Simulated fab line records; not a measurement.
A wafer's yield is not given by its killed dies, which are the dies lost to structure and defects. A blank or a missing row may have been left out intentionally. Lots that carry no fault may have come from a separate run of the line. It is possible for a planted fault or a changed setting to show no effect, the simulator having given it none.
Struck lot and sound lot, side by side ; flow berkeley-cmos170 ; 20 steps out of a route of 331
Sound: the wafers L694.1, L694.2, L694.5. Wafers L710.2, L710.3, L710.5 were the ones struck. The cause is named last.
Order at every step that has rows: each side's tool, ch and its chambers, its first start. Under that, the readings that differ: sound wafers ; struck wafers ; difference of the means ; sigmas: that difference in standard deviations of wafers without a fault.
alike: same words and numbers on both sides, and readings whose means sit less than 2 such deviations apart. not compared: any withheld reading, any reading some wafer has no value for, any bound like >300 that may hide the same value, and any number with overlapping values for which the record gives no deviation.
Wherever a step has rows on one side only, a row that says differs or no value, or a row with sigmas, the two part there. Numbers that have no deviation but don't overlap get no sigmas and don't part them. Lack of a reading on every wafer of one side parts them only where that side has two or more wafers.

UCB170_PVT_TW_MEAS_09:
  sound: film-metro-04 at day 5 19:29; struck: film-metro-03 at day 9 12:50
  alike: PVT_TW
then, 1 step without rows for these wafers: UCB170_GATE_WET_ETCH_00 (etches SiO2 in dHF, time 200 s).
UCB170_FIELD_THK_MEAS_91:
  sound: film-metro-04 at day 5 22:10; struck: film-metro-01 at day 9 13:00
reading;sound;struck;difference;sigmas
FIELD_OXIDE_LEFT_2_THK (nm);366 371 379;353 350 350;-21;-2
then, 1 step without rows for these wafers: UCB170_GATE_OXIDATION_01 (target thk 6.6 nm, ox time 1800 s).
UCB170_GATE_THK_MEAS_02:
  sound: film-metro-04 at day 5 23:43; struck: film-metro-01 at day 9 19:00
  alike: GATE_OXIDE_THK
then, 2 steps without rows for these wafers: UCB170_GATE_ANNEAL_03 (time 1800 s); UCB170_GATE_CVD_04 (deposits poly-Si from SiH4, time 1440 s, target thk 214 nm).
UCB170_GATE_THK_MEAS_05:
  sound: film-metro-04 at day 6 06:32; struck: film-metro-01 at day 10 01:41
  alike: GATE_POLY_THK
then, 4 steps without rows for these wafers: UCB170_GATE_COAT_06; UCB170_GATE_COAT_07 (resist thk 900 nm); UCB170_GATE_SOFTBAKE_08 (time 60 s); UCB170_GATE_EXPOSE_09 (exposes mask POLY, target cd 350 nm).
UCB170_GATE_PEB_10:
  sound on litho-track-03 ch 0, day 6 07:35; struck on litho-track-03 ch 0, day 10 02:38
reading;sound;struck;difference;sigmas
heater-power-total-W (W);56.73 56.80 56.75;56.44 56.33 56.44;-0.36;-8
plate-temp-C (C);129.99 130.24 130.06;129.37 129.25 129.35;-0.77;-6
then, 1 step without rows for these wafers: UCB170_GATE_DEVELOP_11 (develop time 45 s).
UCB170_GATE_CD_MEAS_12: target cd 350 nm.
  sound: cd-sem-02 at day 6 07:52; struck: cd-sem-01 at day 10 03:08
reading;sound;struck;difference;sigmas
cd-nm (nm);349.5 347.9 348.8;355.0 354.3 354.7;+5.9;+4
UCB170_GATE_OVL_MEAS_13:
  sound: overlay-01 at day 6 07:59; struck: overlay-02 at day 10 03:15
reading;sound;struck;difference;sigmas
GATE_OVL (nm);8 3 6;-2 -7 -3;-10;-2
UCB170_GATE_ETCH_14: etches BARC in N2/H2.
  sound on rie-diel-02 ch 0,1, day 6 08:01; struck on rie-diel-04 ch 0,1, day 10 03:17
  alike: drypump-motor-current-A, oes-product-au, throttle-valve-pct
UCB170_GATE_ETCH_15: etches poly-Si in HBr/Cl2, stops on SiO2, time 56.3 s, target depth 278.2 nm.
  sound on rie-si-02 ch 1,2,3, day 6 08:04; struck on rie-si-02 ch 0,2,3, day 10 03:19
reading;sound;struck;difference;sigmas
model.GATE.cd-nm (nm);348.8 348.5 349.5;354.8 355 354.4;+5.8;
  alike: drypump-motor-current-A, oes-product-au, throttle-valve-pct
  not compared: rf-hours-counter-h
UCB170_GATE_STRIP_16: strips in O2.
  sound on plasma-asher-02 ch 0,1, day 6 08:07; struck on plasma-asher-02 ch 0,1, day 10 03:22
  alike: drypump-motor-current-A, oes-product-au
  not compared: rf-hours-counter-h
-- the record jumps here: 2 days lie between the struck wafers' starts before and after (it left off in module GATE and takes up again in module M3, whose first step shown is number 331 of the route) --
UCB170_M3_PROBE_99:
  record: rows for the struck wafers here (prober-02, day 12 03:28), none for the sound ones

## WHERE THEY PART
Earliest at UCB170_FIELD_THK_MEAS_91; latest, in this record, at UCB170_M3_PROBE_99.

WHY: what the simulator had put in
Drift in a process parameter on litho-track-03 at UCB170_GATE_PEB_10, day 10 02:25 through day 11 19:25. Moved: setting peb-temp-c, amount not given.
